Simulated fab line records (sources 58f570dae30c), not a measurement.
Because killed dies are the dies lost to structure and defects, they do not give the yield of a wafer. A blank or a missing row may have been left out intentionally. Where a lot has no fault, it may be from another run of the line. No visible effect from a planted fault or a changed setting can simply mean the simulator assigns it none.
Which tool did it? :: flow berkeley cmos170 :: Sampling: 15 lots, 45 wafers, 7 of 331 route steps

== WHAT THE GAUGES READ, wafer by wafer ==
UCB170_PSD_TW_MEAS_10. Usual: PSD_TW 2316, standard deviation 22.
lot: L827
measured: day 6 12:20
on: film metro-03
PSD_TW: 2307 2299 2323
flag: 

lot: L826
measured: day 6 12:44
on: film metro-04
PSD_TW: 2330 2326 2327
flag: 

lot: L828
measured: day 6 17:16
on: film metro-01
PSD_TW: 2335 2325 2317
flag: 

lot: L829
measured: day 6 17:31
on: film metro-01
PSD_TW: 2315 2322 2320
flag: 

lot: L830
measured: day 7 04:33
on: film metro-04
PSD_TW: 2358 2359 2345
flag: 

lot: L832
measured: day 7 04:49
on: film metro-03
PSD_TW: 2311 2317 2298
flag: 

lot: L834
measured: day 7 18:22
on: film metro-03
PSD_TW: 2293 2289 2298
flag: 

lot: L833
measured: day 7 18:12
on: film metro-04
PSD_TW: 2340 2357 2338
flag: 

lot: L835
measured: day 8 02:08
on: film metro-03
PSD_TW: 2295 2296 2304
flag: 

lot: L840
measured: day 9 15:49
on: film metro-04
PSD_TW: 30 30 30
flag: OFF

lot: L842
measured: day 9 16:02
on: film metro-01
PSD_TW: 30 30 30
flag: OFF

lot: L841
measured: day 9 16:16
on: film metro-04
PSD_TW: 30 30 30
flag: OFF

lot: L847
measured: day 10 19:07
on: film metro-03
PSD_TW: 2306 2307 2305
flag: 

lot: L848
measured: day 10 19:14
on: film metro-03
PSD_TW: 2306 2303 2299
flag: 

lot: L849
measured: day 11 12:32
on: film metro-03
PSD_TW: 2293 2306 2301
flag: 

UCB170_SDANNEAL_RS_MEAS_02: measures by four-point-probe. Usual: PSD_RS 75.5 ohm/sq, standard deviation 0.31.
lot: L827
measured: day 6 17:40
on: film metro-01
PSD_RS (ohm/sq): 75.2 75.5 75.0
flag: 

lot: L826
measured: day 6 18:02
on: film metro-04
PSD_RS (ohm/sq): 75.9 75.7 75.6
flag: 

lot: L828
measured: day 6 20:13
on: film metro-01
PSD_RS (ohm/sq): 75.4 75.3 75.3
flag: 

lot: L829
measured: day 6 20:58
on: film metro-04
PSD_RS (ohm/sq): 76.3 76.1 76.2
flag: 

lot: L830
measured: day 7 07:57
on: film metro-01
PSD_RS (ohm/sq): 75.2 74.9 75.1
flag: 

lot: L832
measured: day 7 08:09
on: film metro-04
PSD_RS (ohm/sq): 75.7 75.5 75.2
flag: 

lot: L834
measured: day 7 21:02
on: film metro-04
PSD_RS (ohm/sq): 75.8 75.6 75.5
flag: 

lot: L833
measured: day 7 20:55
on: film metro-01
PSD_RS (ohm/sq): 75.1 75.4 75.4
flag: 

lot: L835
measured: day 8 05:22
on: film metro-03
PSD_RS (ohm/sq): 75.3 75.5 75.3
flag: 

lot: L840
measured: day 9 18:54
on: film metro-03
PSD_RS (ohm/sq): 133.1 132.9 132.6
flag: OFF

lot: L842
measured: day 9 19:20
on: film metro-04
PSD_RS (ohm/sq): 132.5 132.7 132.9
flag: OFF

lot: L841
measured: day 9 19:58
on: film metro-04
PSD_RS (ohm/sq): 133.0 132.6 132.6
flag: OFF

lot: L847
measured: day 10 22:43
on: film metro-03
PSD_RS (ohm/sq): 75.5 75.3 75.8
flag: 

lot: L848
measured: day 10 23:10
on: film metro-01
PSD_RS (ohm/sq): 74.9 74.8 74.8
flag: 

lot: L849
measured: day 11 15:32
on: film metro-04
PSD_RS (ohm/sq): 75.7 75.4 75.5
flag: 

UCB170_M3_RS_MEAS_02: measures by four-point-probe. Usual: M3_AL_RS 0.0321 ohm/sq, standard deviation 0.00032.
lot: L827
measured: day 7 16:08
on: film metro-04
M3_AL_RS (ohm/sq): 0.0321 0.0326 0.0318
flag: 

lot: L826
measured: day 7 17:04
on: film metro-03
M3_AL_RS (ohm/sq): 0.0327 0.0326 0.0325
flag: 

lot: L828
measured: day 7 16:53
on: film metro-01
M3_AL_RS (ohm/sq): 0.0319 0.0319 0.0320
flag: 

lot: L829
measured: day 7 17:20
on: film metro-04
M3_AL_RS (ohm/sq): 0.0327 0.0320 0.0318
flag: 

lot: L830
measured: day 8 08:14
on: film metro-04
M3_AL_RS (ohm/sq): 0.0320 0.0320 0.0322
flag: 

lot: L832
measured: day 8 07:07
on: film metro-03
M3_AL_RS (ohm/sq): 0.0321 0.0324 0.0321
flag: 

lot: L834
measured: day 8 20:34
on: film metro-03
M3_AL_RS (ohm/sq): 0.0323 0.0319 0.0321
flag: 

lot: L833
measured: day 8 17:31
on: film metro-01
M3_AL_RS (ohm/sq): 0.0319 0.0318 0.0321
flag: 

lot: L835
measured: day 9 00:31
on: film metro-01
M3_AL_RS (ohm/sq): 0.0321 0.0327 0.0325
flag: 

lot: L847
measured: day 12 04:46
on: film metro-03
M3_AL_RS (ohm/sq): 0.0321 0.0321 0.0324
flag: 

lot: L848
measured: day 12 04:58
on: film metro-04
M3_AL_RS (ohm/sq): 0.0324 0.0317 0.0324
flag: 

lot: L849
measured: day 12 15:24
on: film metro-03
M3_AL_RS (ohm/sq): 0.0315 0.0315 0.0318
flag: 

UCB170_M3_CD_MEAS_90 targets a cd of 700 nm. Usual: cd nm at 701 nm, with a standard deviation of 3.
lot: L827
measured: day 7 18:45
on: cd sem-02
cd nm (nm): 702 700 700
flag: 

lot: L826
measured: day 7 19:42
on: cd sem-02
cd nm (nm): 700 696 698
flag: 

lot: L828
measured: day 7 19:07
on: cd sem-01
cd nm (nm): 701 705 703
flag: 

lot: L829
measured: day 7 19:58
on: cd sem-01
cd nm (nm): 697 700 702
flag: 

lot: L830
measured: day 8 10:33
on: cd sem-02
cd nm (nm): 698 698 702
flag: 

lot: L832
measured: day 8 09:29
on: cd sem-01
cd nm (nm): 704 704 704
flag: 

lot: L834
measured: day 8 22:59
on: cd sem-01
cd nm (nm): 700 701 702
flag: 

lot: L833
measured: day 8 19:52
on: cd sem-02
cd nm (nm): 700 702 702
flag: 

lot: L835
measured: day 9 02:52
on: cd sem-01
cd nm (nm): 700 700 700
flag: 

lot: L847
measured: day 12 07:14
on: cd sem-01
cd nm (nm): 695 696 699
flag: 

lot: L848
measured: day 12 07:37
on: cd sem-01
cd nm (nm): 702 700 699
flag: 

lot: L849
measured: day 12 18:14
on: cd sem-01
cd nm (nm): 705 706 697
flag: 

== EACH LOT AND THE TOOL THAT RAN IT (in order: tool; ch and the chambers of the sampled wafers; start) ==
lot: L827
UCB170_NLDD_STRIP_10: plasma asher-01 ch 0,1, day 6 06:47
UCB170_PSD_IMPLANT_08: implanter-02 ch 0, day 6 12:07
UCB170_PSD_STRIP_09: plasma asher-03 ch 0,1, day 6 12:14

lot: L826
UCB170_NLDD_STRIP_10: plasma asher-02 ch 0,1, day 6 06:55
UCB170_PSD_IMPLANT_08: implanter-01 ch 0, day 6 12:20
UCB170_PSD_STRIP_09: plasma asher-01 ch 0,1, day 6 12:38

lot: L828
UCB170_NLDD_STRIP_10: plasma asher-04 ch 0,1, day 6 11:09
UCB170_PSD_IMPLANT_08: implanter-04 ch 0, day 6 17:01
UCB170_PSD_STRIP_09: plasma asher-01 ch 0,1, day 6 17:10

lot: L829
UCB170_NLDD_STRIP_10: plasma asher-02 ch 1, day 6 11:10
UCB170_PSD_IMPLANT_08: implanter-04 ch 0, day 6 17:16
UCB170_PSD_STRIP_09: plasma asher-01 ch 0,1, day 6 17:25

lot: L830
UCB170_NLDD_STRIP_10: plasma asher-01 ch 0,1, day 6 19:25
UCB170_PSD_IMPLANT_08: implanter-02 ch 0, day 7 04:19
UCB170_PSD_STRIP_09: plasma asher-03 ch 0,1, day 7 04:26

lot: L832
UCB170_NLDD_STRIP_10: plasma asher-01 ch 0,1, day 6 20:03
UCB170_PSD_IMPLANT_08: implanter-04 ch 0, day 7 04:34
UCB170_PSD_STRIP_09: plasma asher-02 ch 0,1, day 7 04:43

lot: L834
UCB170_NLDD_STRIP_10: plasma asher-01 ch 0,1, day 7 11:46
UCB170_PSD_IMPLANT_08: implanter-01 ch 0, day 7 18:07
UCB170_PSD_STRIP_09: plasma asher-01 ch 0,1, day 7 18:16

lot: L833
UCB170_NLDD_STRIP_10: plasma asher-02 ch 0,1, day 7 12:44
UCB170_PSD_IMPLANT_08: implanter-02 ch 0, day 7 17:57
UCB170_PSD_STRIP_09: plasma asher-03 ch 0,1, day 7 18:06

lot: L835
UCB170_NLDD_STRIP_10: plasma asher-04 ch 0,1, day 7 19:00
UCB170_PSD_IMPLANT_08: implanter-04 ch 0, day 8 01:55
UCB170_PSD_STRIP_09: plasma asher-03 ch 0,1, day 8 02:02

lot: L840
UCB170_NLDD_STRIP_10: plasma asher-01 ch 0,1, day 9 09:35
UCB170_PSD_IMPLANT_08: implanter-02, day 9 15:35
UCB170_PSD_STRIP_09: plasma asher-03 ch 0,1, day 9 15:43

lot: L842
UCB170_NLDD_STRIP_10: plasma asher-04 ch 0,1, day 9 10:03
UCB170_PSD_IMPLANT_08: implanter-01, day 9 15:47
UCB170_PSD_STRIP_09: plasma asher-01 ch 0,1, day 9 15:55

lot: L841
UCB170_NLDD_STRIP_10: plasma asher-01 ch 0,1, day 9 10:20
UCB170_PSD_IMPLANT_08: implanter-01, day 9 16:02
UCB170_PSD_STRIP_09: plasma asher-03 ch 0,1, day 9 16:09

lot: L847
UCB170_NLDD_STRIP_10: plasma asher-04 ch 0, day 10 13:49
UCB170_PSD_IMPLANT_08: implanter-01 ch 0, day 10 18:52
UCB170_PSD_STRIP_09: plasma asher-02 ch 0,1, day 10 19:01

lot: L848
UCB170_NLDD_STRIP_10: plasma asher-02 ch 0,1, day 10 14:33
UCB170_PSD_IMPLANT_08: implanter-04 ch 0, day 10 18:59
UCB170_PSD_STRIP_09: plasma asher-03 ch 0,1, day 10 19:08

lot: L849
UCB170_NLDD_STRIP_10: plasma asher-04 ch 0, day 11 05:14
UCB170_PSD_IMPLANT_08: implanter-01 ch 0, day 11 12:17
UCB170_PSD_STRIP_09: plasma asher-02 ch 0,1, day 11 12:25
- UCB170_NLDD_STRIP_10: strips in O2.
- UCB170_PSD_IMPLANT_08
- UCB170_PSD_STRIP_09: strips in O2.

== AS READ BY THE TOOLS THEMSELVES (means over the sampled wafers that have a number; for cases with no such wafer, the mark the record gives instead) ==
UCB170_NLDD_STRIP_10. Usual: chamber pressure mTorr 3500 mTorr, standard deviation 3.1; drypump motor current A 5.6 A, standard deviation 0.32; oes product au 0.734 a.u., standard deviation 0.0046; strip time to endpoint s 21.68 s, standard deviation 0.063.
lot: L827
tool: plasma asher-01
chamber pressure mTorr (mTorr): 3501
drypump motor current A (A): 5.6
oes product au (a.u.): 0.736
strip time to endpoint s (s): 21.60
flag: 

lot: L826
tool: plasma asher-02
chamber pressure mTorr (mTorr): 3502
drypump motor current A (A): 5.3
oes product au (a.u.): 0.731
strip time to endpoint s (s): 21.69
flag: 

lot: L828
tool: plasma asher-04
chamber pressure mTorr (mTorr): 3498
drypump motor current A (A): 5.9
oes product au (a.u.): 0.732
strip time to endpoint s (s): 21.81
flag: 

lot: L829
tool: plasma asher-02
chamber pressure mTorr (mTorr): 3499
drypump motor current A (A): 5.2
oes product au (a.u.): 0.732
strip time to endpoint s (s): 21.66
flag: 

lot: L830
tool: plasma asher-01
chamber pressure mTorr (mTorr): 3498
drypump motor current A (A): 5.6
oes product au (a.u.): 0.735
strip time to endpoint s (s): 21.62
flag: 

lot: L832
tool: plasma asher-01
chamber pressure mTorr (mTorr): 3499
drypump motor current A (A): 5.6
oes product au (a.u.): 0.732
strip time to endpoint s (s): 21.63
flag: 

lot: L834
tool: plasma asher-01
chamber pressure mTorr (mTorr): 3502
drypump motor current A (A): 5.6
oes product au (a.u.): 0.730
strip time to endpoint s (s): 21.69
flag: 

lot: L833
tool: plasma asher-02
chamber pressure mTorr (mTorr): 3500
drypump motor current A (A): 5.5
oes product au (a.u.): 0.736
strip time to endpoint s (s): 21.65
flag: 

lot: L835
tool: plasma asher-04
chamber pressure mTorr (mTorr): 3498
drypump motor current A (A): 5.9
oes product au (a.u.): 0.730
strip time to endpoint s (s): 21.72
flag: 

lot: L840
tool: plasma asher-01
chamber pressure mTorr (mTorr): 3497
drypump motor current A (A): 5.6
oes product au (a.u.): 0.731
strip time to endpoint s (s): 21.65
flag: 

lot: L842
tool: plasma asher-04
chamber pressure mTorr (mTorr): 3499
drypump motor current A (A): 5.6
oes product au (a.u.): 0.733
strip time to endpoint s (s): 21.74
flag: 

lot: L841
tool: plasma asher-01
chamber pressure mTorr (mTorr): 3501
drypump motor current A (A): 5.6
oes product au (a.u.): 0.737
strip time to endpoint s (s): 21.63
flag: 

lot: L847
tool: plasma asher-04
chamber pressure mTorr (mTorr): 3501
drypump motor current A (A): 5.3
oes product au (a.u.): 0.738
strip time to endpoint s (s): 21.68
flag: 

lot: L848
tool: plasma asher-02
chamber pressure mTorr (mTorr): 3500
drypump motor current A (A): 5.4
oes product au (a.u.): 0.733
strip time to endpoint s (s): 21.73
flag: 

lot: L849
tool: plasma asher-04
chamber pressure mTorr (mTorr): 3503
drypump motor current A (A): 5.3
oes product au (a.u.): 0.732
strip time to endpoint s (s): 21.79
flag: 

UCB170_PSD_IMPLANT_08. Usual: beam energy keV 20.000, standard deviation 0.0063; beam on s 10.05 s, standard deviation 0.23.
lot: L827
tool: implanter-02
beam energy keV: 19.997
beam on s (s): 10.08
flag: 

lot: L826
tool: implanter-01
beam energy keV: 20.004
beam on s (s): 9.95
flag: 

lot: L828
tool: implanter-04
beam energy keV: 19.999
beam on s (s): 10.04
flag: 

lot: L829
tool: implanter-04
beam energy keV: 20.007
beam on s (s): 10.06
flag: 

lot: L830
tool: implanter-02
beam energy keV: 19.996
beam on s (s): 10.35
flag: 

lot: L832
tool: implanter-04
beam energy keV: 20.001
beam on s (s): 10.00
flag: 

lot: L834
tool: implanter-01
beam energy keV: 20.005
beam on s (s): 10.04
flag: 

lot: L833
tool: implanter-02
beam energy keV: 19.995
beam on s (s): 10.08
flag: 

lot: L835
tool: implanter-04
beam energy keV: 19.998
beam on s (s): 9.93
flag: 

lot: L840
tool: implanter-02
beam energy keV: -
beam on s (s): -
flag: OFF

lot: L842
tool: implanter-01
beam energy keV: -
beam on s (s): -
flag: OFF

lot: L841
tool: implanter-01
beam energy keV: -
beam on s (s): -
flag: OFF

lot: L847
tool: implanter-01
beam energy keV: 19.998
beam on s (s): 10.07
flag: 

lot: L848
tool: implanter-04
beam energy keV: 20.004
beam on s (s): 10.00
flag: 

lot: L849
tool: implanter-01
beam energy keV: 20.004
beam on s (s): 9.85
flag: 

UCB170_PSD_STRIP_09. Usual: chamber pressure mTorr 3500 mTorr, standard deviation 3.2; drypump motor current A 5.56 A, standard deviation 0.17; oes product au 0.601 a.u., standard deviation 0.0042; strip time to endpoint s 29.44 s, standard deviation 0.077.
lot: L827
tool: plasma asher-03
chamber pressure mTorr (mTorr): 3501
drypump motor current A (A): 5.59
oes product au (a.u.): 0.597
strip time to endpoint s (s): 29.41
flag: 

lot: L826
tool: plasma asher-01
chamber pressure mTorr (mTorr): 3495
drypump motor current A (A): 5.61
oes product au (a.u.): 0.602
strip time to endpoint s (s): 29.44
flag: 

lot: L828
tool: plasma asher-01
chamber pressure mTorr (mTorr): 3499
drypump motor current A (A): 5.66
oes product au (a.u.): 0.600
strip time to endpoint s (s): 29.47
flag: 

lot: L829
tool: plasma asher-01
chamber pressure mTorr (mTorr): 3494
drypump motor current A (A): 5.64
oes product au (a.u.): 0.603
strip time to endpoint s (s): 29.42
flag: 

lot: L830
tool: plasma asher-03
chamber pressure mTorr (mTorr): 3498
drypump motor current A (A): 5.56
oes product au (a.u.): 0.602
strip time to endpoint s (s): 29.41
flag: 

lot: L832
tool: plasma asher-02
chamber pressure mTorr (mTorr): 3499
drypump motor current A (A): 5.36
oes product au (a.u.): 0.601
strip time to endpoint s (s): 29.56
flag: 

lot: L834
tool: plasma asher-01
chamber pressure mTorr (mTorr): 3499
drypump motor current A (A): 5.64
oes product au (a.u.): 0.600
strip time to endpoint s (s): 29.54
flag: 

lot: L833
tool: plasma asher-03
chamber pressure mTorr (mTorr): 3501
drypump motor current A (A): 5.57
oes product au (a.u.): 0.602
strip time to endpoint s (s): 29.44
flag: 

lot: L835
tool: plasma asher-03
chamber pressure mTorr (mTorr): 3500
drypump motor current A (A): 5.58
oes product au (a.u.): 0.604
strip time to endpoint s (s): 29.48
flag: 

lot: L840
tool: plasma asher-03
chamber pressure mTorr (mTorr): 3503
drypump motor current A (A): 5.57
oes product au (a.u.): 0.733
strip time to endpoint s (s): 21.61
flag: OFF

lot: L842
tool: plasma asher-01
chamber pressure mTorr (mTorr): 3499
drypump motor current A (A): 5.63
oes product au (a.u.): 0.730
strip time to endpoint s (s): 21.71
flag: OFF

lot: L841
tool: plasma asher-03
chamber pressure mTorr (mTorr): 3503
drypump motor current A (A): 5.58
oes product au (a.u.): 0.734
strip time to endpoint s (s): 21.61
flag: OFF

lot: L847
tool: plasma asher-02
chamber pressure mTorr (mTorr): 3500
drypump motor current A (A): 5.34
oes product au (a.u.): 0.598
strip time to endpoint s (s): 29.39
flag: 

lot: L848
tool: plasma asher-03
chamber pressure mTorr (mTorr): 3501
drypump motor current A (A): 5.57
oes product au (a.u.): 0.599
strip time to endpoint s (s): 29.54
flag: 

lot: L849
tool: plasma asher-02
chamber pressure mTorr (mTorr): 3497
drypump motor current A (A): 5.35
oes product au (a.u.): 0.603
strip time to endpoint s (s): 29.44
flag: 

== THE ANSWER, worked out from the rows above alone ==
Rule: take the mean of a lot's wafers that have a number; if it is more than 3 standard deviations from the usual mean, the lot is off. A lot without any number at a reading at which 4 lots or more have one is off too. All remaining lots with rows at the step are treated as sound. Order of review: gauges by route order, followed by the tools' own readings, for which a lot's mean as printed above is used. At the first step where some lot is off, the reading lying furthest off is the one used; lots without a number count as furthest.
Off: L840, L842, L841, seen at UCB170_PSD_TW_MEAS_10 (PSD_TW).
A tool fits if, at a process step before that reading, it ran every lot that is off, and no sound lot after the first of them. Not tried: the gauges at UCB170_PSD_TW_MEAS_10; whatever is off there is also off at UCB170_PSD_IMPLANT_08, on other tools, and gauge error can't account for it. No candidate that was tried fits.

== WHAT THE SIMULATOR PUT IN ==
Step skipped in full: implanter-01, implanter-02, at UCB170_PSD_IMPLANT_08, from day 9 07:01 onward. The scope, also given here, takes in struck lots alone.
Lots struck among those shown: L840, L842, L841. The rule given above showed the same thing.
